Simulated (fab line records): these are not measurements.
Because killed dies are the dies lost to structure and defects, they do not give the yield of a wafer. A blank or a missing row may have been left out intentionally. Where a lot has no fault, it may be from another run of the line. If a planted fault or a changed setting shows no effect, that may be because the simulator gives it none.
fab line records -- flow ritCmos
[record] lots = 14, wafers = 42, lastDay = 7
route steps=202 shown NRETRO@61
lots that met no fault: taken from a fault-free run of the same line
startH: start of the lot's first displayed wafer, in hours after the record's first day -- waitH: hours elapsed since this lot's preceding step -- " identical to the entry in the row above -- L1.1+2: one row covering several wafers at once -- - no value, or no start was given -- * or withheld: withheld -- < > ~ a bound
route shown NAME@n: names a module that has steps shown in the file, with the first one's number in the route -- usual: mean and standard deviation over wafers with no fault -- same: alike in all rows -- chamber/n: place in a boat -- sites: the reading at each site -- _std_site: standard deviation of those values -- _edge_site: outer sites' mean less inner sites' -- radiusMm: for every site, how far away it sits from the centre of the wafer -- mask NAME#n: copy n -- behind: the most recent tool/chamber to have shaped the wafer -- hold: reason for holding the lot/hours on hold/outcome of the hold -- device: which transistor (n, p or np) failed to switch -- end of line: at the end of the route, the tests of the same wafers -- step lacking rows: just its recipe -- killed: count of dies lost to structure and defects at first sort (not the wafer's yield) -- map: shows each die of a wafer: x if killed, . if not, _ if none is there
set.NAME: setting as actually run; set.NAME@STEP: the setting as run at that earlier step -- model.NAME: the simulator's own value behind a step, which no gauge read
route steps across a sampled set of lots; one table per step, one row per wafer
services: when a tool's chamber went out of use (startH, in hours from the record's first day, below 0 if earlier), for how many hours, and the reason
[[steps]]
[step RIT_NRETRO_IMPLANT_08]
[recipe] species = P, energyKev = 70, doseCm2 = 1e+13, tiltDeg = 7
[usual] doseIonsCm2 = 9.996e+12/1e+10, faradayCurrentUA = 31.6/0.56, tiltDeg = 7.004/0.019
lot.wafer,tool,chamber,startH,waitH,doseIonsCm2,faradayCurrentUA,tiltDeg
L869.3,implanter-03,0,39.02,0.2,9.99e+12,30.9,7.003
L869.5,implanter-03,0,39.02,0.2,9.988e+12,31.3,7.017
L869.6,implanter-03,0,39.02,0.2,9.994e+12,31.7,6.981
L870.2,implanter-02,0,44.54,0.2,9.999e+12,31.8,7.016
L870.4,implanter-02,0,44.54,0.2,9.995e+12,31.9,7.044
L870.6,implanter-02,0,44.54,0.2,9.981e+12,30.6,7.038
L871.1,implanter-04,0,50.36,0.2,9.996e+12,32.3,6.997
L871.2,implanter-04,0,50.36,0.2,1.0011e+13,30.2,6.982
L871.4,implanter-04,0,50.36,0.2,9.995e+12,31.0,6.979
L875.4,implanter-03,0,70.31,0.2,9.997e+12,31.1,7.007
L875.5,implanter-03,0,70.31,0.2,1e+13,32.1,6.994
L875.6,implanter-03,0,70.31,0.2,1.0007e+13,31.9,6.996
L876.1,implanter-03,0,76.48,0.2,1.0001e+13,31.6,6.986
L876.3,implanter-03,0,76.48,0.2,9.983e+12,31.8,6.978
L876.5,implanter-03,0,76.48,0.2,9.991e+12,32.0,7.003
L878.1,implanter-02,0,87.21,0.2,1.001e+13,30.7,6.976
L878.4,implanter-02,0,87.21,0.2,1.0008e+13,31.1,6.995
L878.5,implanter-02,0,87.21,0.2,1.0015e+13,32.3,6.966
L879.1,implanter-04,0,94.46,0.2,9.977e+12,30.5,7.001
L879.3,implanter-04,0,94.46,0.2,1.0004e+13,31.5,6.987
L879.4,implanter-04,0,94.46,0.2,9.983e+12,31.4,7.019
L881.1,implanter-03,0,100.73,0.2,1.445e+13,44.2,6.972
L881.2,implanter-03,0,100.73,0.2,1.4448e+13,45.3,7.014
L881.3,implanter-03,0,100.73,0.2,1.443e+13,46.3,6.999
L884.3,implanter-03,0,114.56,0.2,1.443e+13,45.0,7.018
L884.5,implanter-03,0,114.56,0.2,1.4435e+13,46.7,6.996
L884.6,implanter-03,0,114.56,0.2,1.4443e+13,45.0,6.983
L886.4,implanter-04,0,124.86,0.2,9.998e+12,32.4,7.035
L886.5,implanter-04,0,124.86,0.2,1.0007e+13,32.1,6.999
L886.6,implanter-04,0,124.86,0.2,1.0009e+13,31.4,7.041
L887.1,implanter-02,0,129.86,0.2,9.991e+12,30.2,7.015
L887.2,implanter-02,0,129.86,0.2,9.992e+12,32.0,7.019
L887.5,implanter-02,0,129.86,0.2,9.987e+12,31.9,7.027
L888.2,implanter-02,0,134.43,0.2,9.983e+12,31.4,6.987
L888.3,implanter-02,0,134.43,0.2,9.994e+12,32.2,6.995
L888.5,implanter-02,0,134.43,0.2,9.979e+12,31.2,7.000
L889.2,implanter-04,0,140.28,0.2,1.0005e+13,31.6,7.009
L889.4,implanter-04,0,140.28,0.2,1.0009e+13,30.9,6.990
L889.5,implanter-04,0,140.28,0.2,1.0008e+13,31.4,6.979
L890.1,implanter-02,0,144.62,0.2,1.0005e+13,31.8,6.991
L890.3,implanter-02,0,144.62,0.2,1.0001e+13,31.3,6.990
L890.5,implanter-02,0,144.62,0.2,1.0007e+13,31.3,6.968
[step RIT_NRETRO_TW_MEAS_10]
[usual] NRETRO_TW = 1040/12
lot.wafer,tool,chamber,startH,waitH,NRETRO_TW
L869.3,filmMetro-03,-,39.31,0.1,1053
L869.5,filmMetro-03,-,39.31,0.1,1055
L869.6,filmMetro-03,-,39.31,0.1,1052
L870.2,filmMetro-02,-,44.85,0.1,1038
L870.4,filmMetro-02,-,44.85,0.1,1038
L870.6,filmMetro-02,-,44.85,0.1,1046
L871.1,filmMetro-03,-,50.68,0.1,1051
L871.2,filmMetro-03,-,50.68,0.1,1049
L871.4,filmMetro-03,-,50.68,0.1,1046
L875.4,filmMetro-02,-,70.59,0.1,1038
L875.5,filmMetro-02,-,70.59,0.1,1039
L875.6,filmMetro-02,-,70.59,0.1,1037
L876.1,filmMetro-02,-,76.81,0.1,1046
L876.3,filmMetro-02,-,76.81,0.1,1047
L876.5,filmMetro-02,-,76.81,0.1,1046
L878.1,filmMetro-01,-,87.53,0.1,1025
L878.4,filmMetro-01,-,87.53,0.1,1026
L878.5,filmMetro-01,-,87.53,0.1,1028
L879.1,filmMetro-01,-,94.79,0.1,1024
L879.3,filmMetro-01,-,94.79,0.1,1032
L879.4,filmMetro-01,-,94.79,0.1,1027
L881.1,filmMetro-01,-,101.05,0.1,1157
L881.2,filmMetro-01,-,101.05,0.1,1155
L881.3,filmMetro-01,-,101.05,0.1,1157
L884.3,filmMetro-01,-,114.88,0.1,1147
L884.5,filmMetro-01,-,114.88,0.1,1146
L884.6,filmMetro-01,-,114.88,0.1,1149
L886.4,filmMetro-01,-,125.14,0.1,1032
L886.5,filmMetro-01,-,125.14,0.1,1035
L886.6,filmMetro-01,-,125.14,0.1,1029
L887.1,filmMetro-02,-,130.19,0.1,1048
L887.2,filmMetro-02,-,130.19,0.1,1047
L887.5,filmMetro-02,-,130.19,0.1,1044
L888.2,filmMetro-01,-,134.74,0.1,1032
L888.3,filmMetro-01,-,134.74,0.1,1036
L888.5,filmMetro-01,-,134.74,0.1,1030
L889.2,filmMetro-03,-,140.59,0.1,1056
L889.4,filmMetro-03,-,140.59,0.1,1053
L889.5,filmMetro-03,-,140.59,0.1,1056
L890.1,filmMetro-01,-,144.94,0.1,1031
L890.3,filmMetro-01,-,144.94,0.1,1036
L890.5,filmMetro-01,-,144.94,0.1,1033
[[services]]
tool,chamber,startH,hours,kind
implanter-04,-,25.48,0.5,repair
implanter-04,-,54.61,3.2,pm
implanter-04,-,112.19,1.7,repair
[[key]]
[firstSign] step = RIT_NRETRO_IMPLANT_08, reading = doseIonsCm2, direction = up, sigmas = 99+, usual = 9.996e+12, struck = 1.444e+13
[effect] step = RIT_NRETRO_IMPLANT_08, reading = faradayCurrentUA, direction = up, sigmas = 25, usual = 31.6, struck = 45.4
[effect] step = RIT_NRETRO_TW_MEAS_10, reading = NRETRO_TW, direction = up, sigmas = 9.3, usual = 1040, struck = 1152
metAt RIT_NRETRO_IMPLANT_08
struckLots L881,L884
testerLeftOut L881,L884
onsetBetween 76.48 100.73
[fault] kind = processParameterDrift, tool = implanter-03, chamber = -, onsetH = 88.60, steps = RIT_NRETRO_IMPLANT_08, channel = doseCm2, offset = 4.443e+12, shape = step, endH = 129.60, actsIn = theseRecipesOnly, stated = 1e+13
// testerLeftOut: of these lots the tester's yield and bins aren't shown, on N5 and GAA mostly nor the transistor test; their killed dies are dies lost to structure and defects alone, not to doping, threshold or leakage, so they don't give the yield
